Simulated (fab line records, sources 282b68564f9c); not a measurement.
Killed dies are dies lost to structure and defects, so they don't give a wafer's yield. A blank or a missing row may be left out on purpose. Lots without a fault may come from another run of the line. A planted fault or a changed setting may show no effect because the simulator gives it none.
Problem report in the 8D (eight disciplines) form, filled by code | flow rit_cmos | the parts of the form that need people (team, actions taken, sign-off) are left out

1. THE PROBLEM
killed_at_M0_to_M3 at RIT_M1_PROBE_99 reads a mean of 17.0 on 3 wafers of 2 lots; wafers without a fault read 0.0 with a standard deviation of 0.083. That is +99 or more standard deviations from the usual mean.
First seen on wafer L631.6, day 5 11:50, on prober-01. The record holds 42 wafers of 14 lots with a number at this step. Rule for "out", or "out of limits": more than 4 standard deviations from the usual mean. The other wafers with a number count as sound.

2. WHAT IT IS AND WHAT IT IS NOT
question                    | is                                                                                                       | is not
which readings at this step | killed_at_M0_to_M3, defect_limited_yield, killed_dies, sort_bin_3_pad_short, sort_n_pass, sort_yield_pct | killed_at_contacts, killed_at_front_end, killed_open, killed_short
which lots                  | L631, L635                                                                                               | L622, L623, L625, L626, L627, L629, L633, L639, L641, L643, L644, L645
which wafers of those lots  | L631.6, L635.1, L635.4                                                                                   | L631.1, L631.4, L635.2
read on which tools         | prober-01                                                                                                | prober-02
when                        | from day 5 11:50                                                                                         | up to then (20 sound wafers); but 19 sound wafers of L633, L635, L639, L641, L643, L644, L645 came after

3. SUSPECTS, AND WHAT RULES EACH OUT
Counting: a tool at a process step up to the reading stays a suspect if it ran every lot that is out. Sound lots after the first of them don't rule it out here, since some wafers of a struck lot are sound.
- plasma_asher-04 at RIT_M1_STRIP_14 (strips in O2, time 180 s): kept. It ran every lot that is out, first L631 (day 5 09:40); its last sound lot up to then is L629 (day 5 00:02).
- prober-01 at RIT_M1_PROBE_99: kept. It ran every lot that is out, first L631 (day 5 11:35); its last sound lot up to then is L629 (day 5 02:02). Its own readings are out on those wafers: defect_limited_yield, killed_at_M0_to_M3, killed_dies, sort_bin_3_pad_short, sort_n_pass, sort_yield_pct.
- Within plasma_asher-04 at RIT_M1_STRIP_14: the wafers that are out ran in chamber 1; their sound lot-mates ran in chamber 0.
Left after counting: plasma_asher-04 at RIT_M1_STRIP_14, prober-01 at RIT_M1_PROBE_99.

4. THE CAUSE (what the simulator had put in)
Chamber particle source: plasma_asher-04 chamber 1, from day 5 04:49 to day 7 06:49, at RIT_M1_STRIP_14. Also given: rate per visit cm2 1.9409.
Counting left 2 suspects, and this tool is among them.

5. THE CHAIN OF EFFECTS, in route order
Each row: a reading whose mean over the struck wafers that have a number lies more than 3 standard deviations from the usual. Only readings for which the record gives a usual standard deviation are gone through. hours: the time from each lot's start at the first step in this table that gives one to its start at this step, as a median over the lots. sigmas: the change in usual standard deviations.
hours | step            | reading              | usual  | on struck wafers | change | sigmas
0     | RIT_M1_PROBE_99 | defect_limited_yield | 97.2 % | 91.3             | -5.9   | -4.5
0     | RIT_M1_PROBE_99 | killed_at_M0_to_M3   | 0.0    | 17.0             | +17.0  | +99 or more
0     | RIT_M1_PROBE_99 | killed_dies          | 7      | 23               | +16    | +4.8
0     | RIT_M1_PROBE_99 | killed_on_rim        | 2.0    | 9.3              | +7.3   | +4.9
0     | RIT_M1_PROBE_99 | sort_bin_3_pad_short | 0.2 %  | 2.5              | +2.3   | +8.6
0     | RIT_M1_PROBE_99 | sort_n_pass          | 257    | 241              | -16    | -4.8
0     | RIT_M1_PROBE_99 | sort_yield_pct       | 97.2 % | 91.3             | -5.9   | -4.5
The process steps in it:
- RIT_M1_PROBE_99

6. WHAT WOULD HAVE CAUGHT IT SOONER
In this record the first reading out of limits was taken at day 5 11:50, 7 hours after the fault began at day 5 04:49.
Of the tool readings at RIT_M1_STRIP_14 for which the record gives a usual standard deviation, none was out on any struck wafer, so an alarm limit of 4 standard deviations on them would not have fired.
Of the lots that are out (2), L635 began RIT_M1_STRIP_14 on plasma_asher-04 after day 5 11:50. A hold on the tool at that time would have spared it.
